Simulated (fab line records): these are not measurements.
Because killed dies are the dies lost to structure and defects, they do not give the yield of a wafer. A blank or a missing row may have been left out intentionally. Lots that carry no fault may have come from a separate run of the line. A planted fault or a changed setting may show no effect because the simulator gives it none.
Problem report, 8D (eight disciplines) form, completed by code || flow rit-cmos || the parts of the form that need people (team, actions taken, sign-off) are left out

## 1. PROBLEM STATEMENT
rf-fwd-power-W at RIT_ACTIVE_ETCH_13 reads a mean of 174.2 W on 1 wafer of 1 lot; wafers without a fault read 124.5 W with a standard deviation of 0.43. That is +99 or more standard deviations from the usual mean.
The step: etches Si3N4 in SF6, stops on SiO2, time 210 s, target depth 210 nm.
Earliest sighting: wafer L596.1 on rie-diel-03 at day 4 02:50. The record holds 39 wafers of 13 lots with a number at this step. Rule for "out", or "out of limits": more than 4 standard deviations from the usual mean. Any other wafer with a number is counted as sound.

## 2. WHAT IT IS, AND WHAT IT ISN'T
{"question": "which readings at this step", "is": "rf-fwd-power-W", "is not": "drypump-motor-current-A, oes-product-au, throttle-valve-pct"}
{"question": "which lots", "is": "L596", "is not": "L584, L585, L586, L587, L588, L589, L592, L594, L600, L602, L603, L605"}
{"question": "which wafers of those lots", "is": "L596.1", "is not": "L596.3, L596.4"}
{"question": "read on which tools", "is": "rie-diel-03", "is not": "rie-diel-01, rie-diel-02"}
{"question": "when", "is": "from day 4 02:50", "is not": "up to then (26 sound wafers); but 12 sound wafers of L600, L602, L603, L605 came after"}

## 3. WHAT RULES OUT EACH SUSPECT
Counting: any tool at a process step up to the reading remains a suspect provided it ran every lot that is out. Sound lots after the first of them don't rule it out here, since some wafers of a struck lot are sound.
- rie-diel-03 at RIT_ACTIVE_ETCH_13 (etches Si3N4 in SF6, stops on SiO2, time 210 s, target depth 210 nm): kept. The lot that is out, L596, ran on it at day 4 02:50; the last sound lot it ran before that was L587, at day 2 08:10. Its own readings are out on those wafers: rf-fwd-power-W.
- In rie-diel-03 at RIT_ACTIVE_ETCH_13, the wafers that are out were processed in chamber 2 and their sound lot-mates in chambers 1, 3.
The count leaves rie-diel-03 at RIT_ACTIVE_ETCH_13.

## 4. THE CAUSE (what the simulator had put in)
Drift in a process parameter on rie-diel-03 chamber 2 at RIT_ACTIVE_ETCH_13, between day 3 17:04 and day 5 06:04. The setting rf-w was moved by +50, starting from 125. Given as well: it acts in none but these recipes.
This tool alone remained once counting was done.

## 5. SEQUENCE OF EFFECTS, ordered by route
Rows list readings where the struck wafers' mean (over those with a number) sits beyond 3 standard deviations from the usual. Only readings for which the record gives a usual standard deviation are gone through. hours: the time from each lot's start at the first step in this table that gives one to its start at this step, as a median over the lots. sigmas: the change in usual standard deviations.
{"hours": 0, "step": "RIT_ACTIVE_ETCH_13", "reading": "rf-fwd-power-W", "usual": "124.5 W", "on struck wafers": 174.2, "change": "+49.7", "sigmas": "+99 or more"}
Its process steps:
- RIT_ACTIVE_ETCH_13: etches Si3N4 in SF6, stops on SiO2, time 210 s, target depth 210 nm.

## 6. WHAT WOULD HAVE CAUGHT IT SOONER
10 hours passed between the start of the fault at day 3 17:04 and the first reading out of limits in this record, taken at day 4 02:50.
